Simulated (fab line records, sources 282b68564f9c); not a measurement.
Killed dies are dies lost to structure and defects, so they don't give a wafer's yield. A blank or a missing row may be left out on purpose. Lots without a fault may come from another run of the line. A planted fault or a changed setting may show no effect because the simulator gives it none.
fab line records | flow rit_cmos
record lots=11 wafers=33 last_day=7
route steps=202 shown NSD@134 M1@202
lots that met no fault: from a run of the same line without faults
start_h: hours from the record's first day to the start of the lot's first wafer shown | wait_h: hours since the lot's step before | " the same as in the row above | L1.1+2: a row that stands for several wafers | - no value, or no start given | * or withheld: withheld | < > ~ a bound
route shown NAME@n: a module of which the file shows steps, and the number in the route of the first | usual: mean/standard deviation of fault-free wafers | same: alike in all rows | chamber/n: place in a boat | sites: the reading at each site | _std_site: their standard deviation | _edge_site: outer sites' mean less inner sites' | radius_mm: how far each site lies from the wafer's centre | mask NAME#n: copy n | behind: the tool/chamber that last shaped the wafer | hold: why the lot was held/for how many hours/how that ended | device: the transistor (n, p or np) that didn't switch | end of line: the same wafers' tests at the end of the route | a step without rows: its recipe alone | killed: dies lost to structure and defects at the first sort, not the wafer's yield | map: a wafer's dies, x killed, . not, _ none there
set.NAME: the setting as run; set.NAME@STEP: as run at that earlier step | model.NAME: the simulator's own value behind a step, which no gauge read
steps of the route over a sample of lots; a table a step, a row a wafer
services: from which hour (start_h, from the record's first day; less than 0 if before it) a tool's chamber was out of use, for how many hours, and why
## steps
# step RIT_NSD_EXPOSE_03
# recipe mask_id=M9 na=0.57 target_cd_nm=40700 dose_mj=250
# usual reticle_temp_C=22.98/0.1
# columns lot.wafer tool chamber start_h wait_h mask reticle_temp_C
L357.1 iline_stepper-02 0 47.47 0.1 M9#0 23.17
L357.5 " 0 " " M9#0 23.06
L357.6 " 0 " " M9#0 23.15
L358.2 iline_stepper-02 0 56.46 0.1 M9#0 23.08
L358.3 " 0 " " M9#0 22.97
L358.4 " 0 " " M9#0 22.93
L359.3 iline_stepper-01 0 61.28 0.3 M9#0 22.88
L359.4 " 0 " " M9#0 22.88
L359.6 " 0 " " M9#0 22.76
L360.2 iline_stepper-01 0 64.60 0.1 M9#0 23.03
L360.3 " 0 " " M9#0 22.98
L360.4 " 0 " " M9#0 22.89
L365.1 iline_stepper-02 0 88.03 0.2 M9#0 23.01
L365.2 " 0 " " M9#0 22.98
L365.3 " 0 " " M9#0 23.12
L369.1 iline_stepper-02 0 107.37 0.2 M9#0 22.91
L369.2 " 0 " " M9#0 22.96
L369.3 " 0 " " M9#0 23.15
L373.1 iline_stepper-01 0 128.23 0.2 M9#0 23.04
L373.5 " 0 " " M9#0 22.89
L373.6 " 0 " " M9#0 22.91
L374.2 iline_stepper-01 0 131.51 0.1 M9#0 23.01
L374.4 " 0 " " M9#0 22.93
L374.5 " 0 " " M9#0 22.96
L375.1 iline_stepper-01 0 135.87 0.1 M9#0 23.16
L375.3 " 0 " " M9#0 22.96
L375.6 " 0 " " M9#0 23.11
L377.3 iline_stepper-01 0 147.68 0.2 M9#0 22.93
L377.4 " 0 " " M9#0 23.01
L377.5 " 0 " " M9#0 22.94
L379.1 iline_stepper-01 0 157.01 0.2 M9#0 22.97
L379.2 " 0 " " M9#0 23.08
L379.4 " 0 " " M9#0 22.95
# step RIT_NSD_OVL_MEAS_06
# usual NSD_OVL=0.0/1.5
# columns lot.wafer tool chamber start_h wait_h hold NSD_OVL[nm]
L357.1 overlay-02 - 47.87 - - -1.0
L357.5 " - " " - -1.6
L357.6 " - " " - -2.3
L358.2 overlay-02 - 56.99 - - -3.9
L358.3 " - " " - 1.2
L358.4 " - " " - -0.5
L359.3 overlay-02 - 61.65 - - -0.6
L359.4 " - " " - -0.3
L359.6 " - " " - -0.5
L360.2 overlay-02 - 64.99 - - 0.6
L360.3 " - " " - 0.7
L360.4 " - " " - 0.0
L365.1 overlay-02 - 88.57 - await_dispo/0.2h/release -
L365.2 " - " " await_dispo/0.2h/release -
L365.3 " - " " await_dispo/0.2h/release -
L365.1 overlay-02 - 88.77 0.2 - -
L365.2 " - " " - -
L365.3 " - " " - -
L369.1 overlay-02 - 107.77 - await_dispo/0.2h/release -
L369.2 " - " " await_dispo/0.2h/release -
L369.3 " - " " await_dispo/0.2h/release -
L369.1 overlay-02 - 107.97 0.2 - -
L369.2 " - " " - -
L369.3 " - " " - -
L373.1 overlay-01 - 128.63 - - 2.2
L373.5 " - " " - 1.2
L373.6 " - " " - 1.9
L374.2 overlay-02 - 131.90 - - 0.0
L374.4 " - " " - -0.3
L374.5 " - " " - -0.4
L375.1 overlay-02 - 136.27 - - 0.4
L375.3 " - " " - 0.7
L375.6 " - " " - 1.8
L377.3 overlay-01 - 148.06 - - 2.6
L377.4 " - " " - 1.8
L377.5 " - " " - 2.4
L379.1 overlay-01 - 157.41 - - 0.4
L379.2 " - " " - -0.3
L379.4 " - " " - 1.2
# step RIT_M1_PROBE_99
# usual defect_limited_yield=97.6/1.1 killed_at_contacts=0.1/0.25 killed_at_front_end=6.3/2.9 killed_dies=6.4/2.9 killed_open=3.3/2.1 killed_short=3.1/1.7 sort_bin_3_pad_short=0.1/0.22 sort_bin_5_function=1.4/0.75 sort_bin_6_memory=0.9/0.65 sort_n_pass=257.6/2.9 sort_yield_pct=97.6/1.1
# same gross_dies=264 killed_at_M0_to_M3=0 killed_at_M4_up=0 killed_at_back_side=0 killed_at_other=0
# columns lot.wafer tool chamber start_h wait_h defect_limited_yield[%] killed_at_contacts killed_at_front_end killed_dies killed_open killed_short sort_bin_3_pad_short[%] sort_bin_5_function[%] sort_bin_6_memory[%] sort_n_pass sort_yield_pct[%]
L357.1 prober-01 - 58.03 0.1 98.1 0 5 5 2 3 0 1.1 0.8 259.0 98.1
L357.5 prober-01 - 58.23 0.2 97.0 0 8 8 4 4 0.4 1.9 0.8 256.0 97.0
L357.6 prober-01 - 58.28 0.2 97.3 0 7 7 4 3 0 1.5 1.1 257.0 97.3
L358.2 prober-02 - 67.03 0.1 99.6 0 1 1 0 1 0 0.4 0 263.0 99.6
L358.3 prober-02 - 67.08 0.2 98.1 0 5 5 3 2 0 1.9 0 259.0 98.1
L358.4 prober-02 - 67.13 0.2 96.2 0 10 10 3 7 0.8 1.9 1.1 254.0 96.2
L359.3 prober-01 - 71.78 0.2 97.0 0 8 8 4 4 0 0.8 2.3 256.0 97.0
L359.4 prober-01 - 71.83 0.2 97.3 0 7 7 3 3 0 0.8 1.9 257.0 97.3
L359.6 prober-01 - 71.93 0.2 99.2 0 2 2 1 1 0 0.8 0 262.0 99.2
L360.2 prober-02 - 75.28 0.1 97.0 0 8 8 6 2 0 1.9 1.1 256.0 97.0
L360.3 prober-02 - 75.33 0.2 96.2 0 10 10 4 6 0.4 3.0 0.4 254.0 96.2
L360.4 prober-02 - 75.38 0.2 97.7 0 6 6 2 2 0 1.5 0.8 258.0 97.7
L373.1 prober-02 - 139.73 0.1 97.0 0 8 8 5 3 0.4 1.1 1.5 256.0 97.0
L373.5 prober-02 - 139.93 0.2 98.9 0 3 3 1 2 0 0.8 0.4 261.0 98.9
L373.6 prober-02 - 139.98 0.2 96.2 0 10 10 7 3 0 3.0 0.8 254.0 96.2
L374.2 prober-01 - 143.10 0.1 98.1 0 5 5 2 3 0.8 0.8 0.4 259.0 98.1
L374.4 prober-01 - 143.20 0.2 96.6 0 9 9 5 4 0.4 2.3 0.8 255.0 96.6
L374.5 prober-01 - 143.25 0.2 98.9 0 3 3 2 1 0 0 1.1 261.0 98.9
L375.1 prober-02 - 146.47 0.1 96.6 0 9 9 3 6 0 2.3 1.1 255.0 96.6
L375.3 prober-02 - 146.57 0.2 97.3 0 7 7 5 2 0.4 2.3 0 257.0 97.3
L375.6 prober-02 - 146.72 0.2 98.9 0 3 3 2 1 0 0.4 0.8 261.0 98.9
L377.3 prober-02 - 158.77 0.2 99.2 0 2 2 0 2 0.4 0 0.4 262.0 99.2
L377.4 prober-02 - 158.82 0.2 98.1 0 5 5 2 3 0 0.4 1.5 259.0 98.1
L377.5 prober-02 - 158.87 0.2 97.7 0 6 6 2 4 0 1.5 0.8 258.0 97.7
L379.1 prober-02 - 170.43 0.1 97.7 0 6 6 3 3 0 1.9 0.4 258.0 97.7
L379.2 prober-02 - 170.48 0.1 97.7 1 5 6 3 3 0.4 0.8 1.1 258.0 97.7
L379.4 prober-02 - 170.58 0.2 97.0 0 8 8 6 2 0 1.5 1.5 256.0 97.0
# killed by level:class
L357.1 GATE:geometric_particle:short=2 FOX1:geometric_particle:short=1 GATE:geometric_particle:open=1 SPACER:geometric_particle:open=1
L357.5 REOX:geometric_particle:open=2 SILICIDE:geometric_particle:short=2 FOX1:geometric_particle:open=1 FOX2:geometric_particle:short=1 GATE:geometric_particle:open=1 SPACER:geometric_particle:short=1
L357.6 SILICIDE:geometric_particle:open=2 FOX1:geometric_particle:short=1 GATE:geometric_particle:open=1 REOX:geometric_particle:open=1 REOX:geometric_particle:short=1 SILICIDE:geometric_particle:short=1
L358.2 SPACER:geometric_particle:short=1
L358.3 SILICIDE:geometric_particle:short=2 FOX1:geometric_particle:open=1 GATE:geometric_particle:open=1 REOX:geometric_particle:open=1
L358.4 GATE:geometric_particle:short=5 REOX:geometric_particle:open=2 REOX:geometric_particle:short=2 FOX2:geometric_particle:open=1
L359.3 GATE:geometric_particle:open=2 FOX1:geometric_particle:open=1 FOX1:geometric_particle:short=1 FOX2:geometric_particle:short=1 SPACER:geometric_particle:short=1 SILICIDE:geometric_particle:open=1 SILICIDE:geometric_particle:short=1
L359.4 GATE:geometric_particle:open=2 FOX2:geometric_particle:short=1 FOX2:geometric_particle:open=1 GATE:geometric_particle:short=1 SPACER:geometric_particle:short=1 ACTIVE:coat_microbubble_printed=1
L359.6 GATE:geometric_particle:open=1 GATE:geometric_particle:short=1
L360.2 GATE:geometric_particle:open=3 REOX:geometric_particle:short=2 FOX1:geometric_particle:open=1 REOX:geometric_particle:open=1 SPACER:geometric_particle:open=1
L360.3 FOX1:geometric_particle:open=4 GATE:geometric_particle:short=3 FOX1:geometric_particle:short=1 REOX:geometric_particle:short=1 SILICIDE:geometric_particle:short=1
L360.4 ACTIVE:coat_microbubble_printed=2 FOX1:geometric_particle:open=1 FOX1:geometric_particle:short=1 GATE:geometric_particle:short=1 GATE:geometric_particle:open=1
L373.1 GATE:geometric_particle:open=2 SPACER:geometric_particle:open=2 FOX1:geometric_particle:open=1 FOX2:geometric_particle:short=1 REOX:geometric_particle:short=1 SPACER:geometric_particle:short=1
L373.5 GATE:geometric_particle:short=1 REOX:geometric_particle:open=1 SPACER:geometric_particle:short=1
L373.6 GATE:geometric_particle:open=4 SPACER:geometric_particle:open=3 REOX:geometric_particle:short=2 GATE:geometric_particle:short=1
L374.2 REOX:geometric_particle:open=2 GATE:geometric_particle:short=1 REOX:geometric_particle:short=1 SPACER:geometric_particle:short=1
L374.4 FOX2:geometric_particle:open=3 SILICIDE:geometric_particle:short=2 FOX1:geometric_particle:open=1 REOX:geometric_particle:open=1 REOX:geometric_particle:short=1 SPACER:geometric_particle:short=1
L374.5 FOX1:geometric_particle:short=1 GATE:geometric_particle:open=1 SPACER:geometric_particle:open=1
L375.1 GATE:geometric_particle:open=2 GATE:geometric_particle:short=2 FOX1:geometric_particle:short=1 REOX:geometric_particle:short=1 REOX:geometric_particle:open=1 SPACER:geometric_particle:short=1 SILICIDE:geometric_particle:short=1
L375.3 FOX2:geometric_particle:open=3 GATE:geometric_particle:open=1 GATE:geometric_particle:short=1 REOX:geometric_particle:short=1 SPACER:geometric_particle:open=1
L375.6 GATE:geometric_particle:open=2 REOX:geometric_particle:short=1
L377.3 GATE:geometric_particle:short=2
L377.4 REOX:geometric_particle:short=2 GATE:geometric_particle:short=1 REOX:geometric_particle:open=1 SPACER:geometric_particle:open=1
L377.5 FOX1:geometric_particle:short=1 FOX2:geometric_particle:short=1 GATE:geometric_particle:short=1 GATE:geometric_particle:open=1 SILICIDE:geometric_particle:open=1 SILICIDE:geometric_particle:short=1
L379.1 GATE:geometric_particle:short=2 GATE:geometric_particle:open=1 REOX:geometric_particle:open=1 SILICIDE:geometric_particle:short=1 SILICIDE:geometric_particle:open=1
L379.2 FOX1:geometric_particle:short=1 FOX1:geometric_particle:open=1 FOX2:geometric_particle:open=1 GATE:geometric_particle:short=1 SPACER:geometric_particle:open=1 CONTACT:geometric_particle:short=1
L379.4 REOX:geometric_particle:open=3 GATE:geometric_particle:short=2 SILICIDE:geometric_particle:open=2 SPACER:geometric_particle:open=1
## services
# columns tool chamber start_h hours kind
iline_stepper-01 0 34.01 - calibration
iline_stepper-02 0 63.35 - calibration
iline_stepper-02 - 63.47 1.7 pm
iline_stepper-02 - 74.89 2.1 pm
iline_stepper-02 - 76.97 - consumable_replace:lamp
## key
first_sign step=RIT_NSD_OVL_MEAS_06 reading=visit direction=added
effect step=RIT_NSD_OVL_MEAS_06 reading=hold direction=added
met_at RIT_NSD_EXPOSE_03
struck_lots L365,L369
scrapped_behind RIT_NSD_OVL_MEAS_06 L365.1,L365.2,L365.3,L369.1,L369.2,L369.3
onset_between 56.46 88.03
fault kind=scanner_matching_overlay tool=iline_stepper-02 chamber=- onset_h=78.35 steps=RIT_NSD_EXPOSE_03 offset=6328
